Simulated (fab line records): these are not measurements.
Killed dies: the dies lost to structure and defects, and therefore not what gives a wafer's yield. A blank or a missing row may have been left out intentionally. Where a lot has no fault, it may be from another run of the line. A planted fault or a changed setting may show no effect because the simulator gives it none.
Split-lot study | flow rit-cmos | 5 lots, 23 wafers read, on a route of 202 steps

## SPLIT DETAILS
At RIT_ACTIVE_OXIDATION_01 (target thk 46.8 nm, ox time 3360 s), the setting ox-time-s was moved away from the recipe's 3360 s on 20 of the 23 wafers read, by -10.1% to +13.6%. This setting was run at the recipe's value on the other wafers.

Split to reading: the file shows no intervening step.

## THE READING
ACTIVE_OXIDE_THK, in nm, at RIT_ACTIVE_THK_MEAS_02. Typical for fault-free wafers on this fab line: 46.8 nm, with standard deviation 0.68 nm.

wafer  | tool, chamber at the split | ox-time-s as run, s | against the recipe | ACTIVE_OXIDE_THK, nm | against lot-mates on the recipe
L074.1 | -, -                       | 3568                | +6.2%              | 48.9                 | no lot-mate on the recipe
L074.2 | -, -                       | 3568                | +6.2%              | 49.3                 | no lot-mate on the recipe
L074.3 | -, -                       | 3568                | +6.2%              | 48.8                 | no lot-mate on the recipe
L074.4 | -, -                       | 3568                | +6.2%              | 50.2                 | no lot-mate on the recipe
L074.6 | -, -                       | 3568                | +6.2%              | 50.1                 | no lot-mate on the recipe
L075.1 | -, -                       | 3818                | +13.6%             | 51.4                 | no lot-mate on the recipe
L075.2 | -, -                       | 3818                | +13.6%             | 50.8                 | no lot-mate on the recipe
L075.3 | -, -                       | 3818                | +13.6%             | 50.8                 | no lot-mate on the recipe
L075.4 | -, -                       | 3818                | +13.6%             | 52.1                 | no lot-mate on the recipe
L075.5 | -, -                       | 3818                | +13.6%             | 51.0                 | no lot-mate on the recipe
L078.1 | -, -                       | 3019                | -10.1%             | 43.7                 | no lot-mate on the recipe
L078.2 | -, -                       | 3019                | -10.1%             | 43.5                 | no lot-mate on the recipe
L078.4 | -, -                       | 3019                | -10.1%             | 44.3                 | no lot-mate on the recipe
L078.5 | -, -                       | 3019                | -10.1%             | 44.0                 | no lot-mate on the recipe
L078.6 | -, -                       | 3019                | -10.1%             | 43.1                 | no lot-mate on the recipe
L079.3 | furnace-03, 0              | 3360                | recipe             | 45.3                 | -
L079.4 | furnace-03, 0              | 3360                | recipe             | 45.4                 | -
L079.5 | furnace-03, 0              | 3360                | recipe             | 46.9                 | -
L084.1 | -, -                       | 3605                | +7.3%              | 49.7                 | no lot-mate on the recipe
L084.2 | -, -                       | 3605                | +7.3%              | 49.9                 | no lot-mate on the recipe
L084.4 | -, -                       | 3605                | +7.3%              | 49.8                 | no lot-mate on the recipe
L084.5 | -, -                       | 3605                | +7.3%              | 50.2                 | no lot-mate on the recipe
L084.6 | -, -                       | 3605                | +7.3%              | 50.5                 | no lot-mate on the recipe

FIT RESULTS
A straight line over all 23 wafers: ACTIVE_OXIDE_THK changes by +0.336 nm for each +1% of ox-time-s; r = +0.97; the points scatter about the line by 0.78 nm.
Too few moved wafers have a lot-mate on the recipe to fit a line with each lot's own level taken away.

## THE WHOLE CHAIN: every reading that the file lists as answering this split, in the file's order
step                    | what it does                                            | reading                                                                             | change (the file's fit)               | r (the file's)
RIT_ACTIVE_OXIDATION_01 | target thk 46.8 nm, ox time 3360 s                      | SiO2_of_ACTIVE_OXIDATION_01.thk-nm (the simulator's own value, which no gauge read) | +0.334 nm for each +1% of the setting | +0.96
RIT_ACTIVE_THK_MEAS_02  |                                                         | ACTIVE_OXIDE_THK                                                                    | +0.334 for each +1% of the setting    | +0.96
RIT_FOX2_WET_ETCH_03    | etches Si3N4 in H3PO4, target depth 195 nm, time 2700 s | SiO2_of_ACTIVE_OXIDATION_01.thk-nm (the simulator's own value, which no gauge read) | +0.372 nm for each +1% of the setting | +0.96

## FILE'S OWN FIT
ACTIVE_OXIDE_THK changes by +0.334 nm for each +1% of ox-time-s, r = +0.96.
